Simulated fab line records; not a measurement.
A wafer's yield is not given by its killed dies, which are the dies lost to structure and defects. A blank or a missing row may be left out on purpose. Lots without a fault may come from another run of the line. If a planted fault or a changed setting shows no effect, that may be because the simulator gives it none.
Which tool was responsible? | flow rit_cmos | Sampling: 6 lots, 18 wafers, 3 of 202 route steps

== WHAT EACH GAUGE READ, for each wafer ==
RIT_M1_RS_MEAS_01: the measuring method here is four-point-probe.
lot  | measured    | on            | M1_AL_RS (ohm/sq)
L721 | day 3 21:19 | film_metro-01 | 0.0731 0.0729 0.0733
L726 | day 4 16:50 | film_metro-04 | 0.0747 0.0736 0.0739
L728 | day 5 09:20 | film_metro-01 | 0.0732 0.0732 0.0731
L731 | day 5 21:58 | film_metro-02 | 0.0711 0.0725 0.0714
L734 | day 6 11:29 | film_metro-04 | 0.0741 0.0732 0.0739
L737 | day 7 04:46 | film_metro-02 | 0.0720 0.0727 0.0423

== TOOL THAT RAN EACH LOT (tool first, then ch and the chambers of the sampled wafers, then the start) ==
lot  | RIT_PWELL_STRIP_09                  | RIT_M1_SPUTTER_00
L721 | plasma_asher-02 ch 0,1, day 2 10:20 | pvd_sputter-04, day 3 21:02
L726 | plasma_asher-04 ch 1, day 3 10:29   | pvd_sputter-01, day 4 16:33
L728 | plasma_asher-03 ch 0,1, day 4 00:50 | pvd_sputter-01, day 5 09:03
L731 | plasma_asher-03 ch 0,1, day 4 12:10 | pvd_sputter-04, day 5 21:40
L734 | plasma_asher-02 ch 0,1, day 5 02:52 | pvd_sputter-01, day 6 11:09
L737 | plasma_asher-04 ch 0,1, day 5 20:38 | pvd_sputter-04, day 7 04:27
- RIT_PWELL_STRIP_09: strips in O2, time 180 s.
- RIT_M1_SPUTTER_00: material Al, target thk 400 nm, time 500 s.

== THE ANSWER, worked out from the rows above alone ==
Rule: what is usual is taken from the lots themselves. Put in order of their means at a reading, lots are off if they are a third of the lots or fewer, leave a main group of 4 or more, and stand apart from it by a gap of 3 or more times the standard deviation of the main group's means; of several such gaps the widest counts. The tables above print the reading to a certain number of digits; a main group whose means all agree to those digits is not used. A lot without any number at a reading at which 4 lots or more have one is off too. Where the step has rows for the other lots, those lots are counted as sound.
Off: L737, seen at RIT_M1_RS_MEAS_01 (M1_AL_RS). The main group: mean 0.0731 ohm/sq, standard deviation 0.00082.
A tool fits if, at a process step before that reading, it ran every lot that is off, and no sound lot after the first of them. Gauges at RIT_M1_RS_MEAS_01: tried the same way as those tools. Can't be told from this: 3 tools fit, plasma_asher-04 at RIT_PWELL_STRIP_09, pvd_sputter-04 at RIT_M1_SPUTTER_00, film_metro-02 at RIT_M1_RS_MEAS_01.

== WHAT HAD BEEN PUT IN BY THE SIMULATOR ==
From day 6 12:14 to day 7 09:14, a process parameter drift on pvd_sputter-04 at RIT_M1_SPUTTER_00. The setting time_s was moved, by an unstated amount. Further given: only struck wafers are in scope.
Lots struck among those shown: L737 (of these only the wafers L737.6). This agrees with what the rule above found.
